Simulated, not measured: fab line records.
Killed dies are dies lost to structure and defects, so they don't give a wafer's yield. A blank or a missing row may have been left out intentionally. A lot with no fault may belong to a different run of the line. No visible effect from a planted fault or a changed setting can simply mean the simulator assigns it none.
A lot that was struck, set against a sound lot + flow rit-cmos + 15 steps out of a route of 202
Sound: these wafers, L410.2, L410.3, L410.4. Wafers L395.2, L395.3, L395.6 were the ones struck. At the end, the cause is stated.
At each step with rows: each side's tool, then ch and its chambers, then its first start. Under that, the readings that differ: sound wafers + struck wafers + difference of the means + sigmas: that difference in standard deviations of wafers without a fault.
alike: a reading whose means differ by less than 2 such deviations, as well as words and numbers matching on both sides. not compared: withheld readings; readings where some wafer has no value; bounds like >300 that might hide an equal value; numbers whose values overlap and for which the record gives no deviation.
The two part at a step that has a row with sigmas, a row that says differs or no value, or rows on one side only. Non-overlapping numbers with no deviation appear without sigmas and do not part them. Lack of a reading on every wafer of one side parts them only where that side has two or more wafers.

first, 3 steps without rows for these wafers: RIT_SDANNEAL_CLEAN_00 (cleans in SC1, time 600 s); RIT_SDANNEAL_CLEAN_01 (cleans in dHF, time 30 s); RIT_SDANNEAL_CLEAN_02 (cleans in SC2, time 600 s).
RIT_SDANNEAL_RTA_03: time 5 s.
  sound on rtp-anneal-01 ch 0, day 6 10:03; struck on rtp-anneal-02 ch 0, day 3 04:21
  alike: wafer_temp_C_max
RIT_SDANNEAL_RS_MEAS_04: uses a four-point probe to measure.
  sound: film-metro-02 at day 6 10:07; struck: film-metro-04 at day 3 04:25
  alike: PSD_RS
RIT_SDANNEAL_RS_MEAS_05: uses a four-point probe to measure.
  sound: film-metro-02 at day 6 10:14; struck: film-metro-04 at day 3 04:32
  alike: NSD_RS
RIT_SDANNEAL_RS_MEAS_06: uses a four-point probe to measure.
  sound: film-metro-02 at day 6 10:22; struck: film-metro-04 at day 3 04:40
  alike: PLDD_RS
RIT_SDANNEAL_RS_MEAS_07: uses a four-point probe to measure.
  sound: film-metro-02 at day 6 10:29; struck: film-metro-04 at day 3 04:47
  alike: NLDD_RS
then, 1 step without rows for these wafers: RIT_SILICIDE_WET_ETCH_00 (etches SiO2 in BOE, target depth 14 nm, time 15 s).
RIT_SILICIDE_SPUTTER_01: material Ti, target thk 30 nm, time 240 s.
  sound: pvd-sputter-03 at day 6 10:35; struck: pvd-sputter-03 at day 3 04:53
  alike: cathode-dc-power-W, throttle-valve-pct
RIT_SILICIDE_RS_MEAS_02: uses a four-point probe to measure.
  sound: film-metro-01 at day 6 10:46; struck: film-metro-01 at day 3 05:04
  alike: SILICIDE_TI_RS
RIT_SILICIDE_THK_MEAS_03: measures by xrf.
  sound: film-metro-01 at day 6 10:52; struck: film-metro-01 at day 3 05:10
  alike: SILICIDE_TI_THK
RIT_SILICIDE_RTA_04: time 10 s, ramp up 5 s, ramp down 5 s.
  sound on rtp-anneal-02 ch 0, day 6 10:56; struck on rtp-anneal-01 ch 0, day 3 05:28
  alike: wafer_temp_C_max
then, 1 step without rows for these wafers: RIT_SILICIDE_WET_ETCH_05 (etches Ti in SPM, time 120 s).
RIT_M1_PROBE_99:
  sound: prober-01 at day 6 17:31; struck: prober-01 at day 3 12:00
| reading            | sound | struck | difference | sigmas |
|--------------------|-------|--------|------------|--------|
| killed-at-contacts | 0 0 0 | 1 0 1  | +1         | +2     |
  alike: killed-at-front-end, killed-dies, killed-on-rim, killed-open, killed-short

WHERE THEY PART
Only at RIT_M1_PROBE_99, as far as this record shows.

WHY: what the simulator had put in
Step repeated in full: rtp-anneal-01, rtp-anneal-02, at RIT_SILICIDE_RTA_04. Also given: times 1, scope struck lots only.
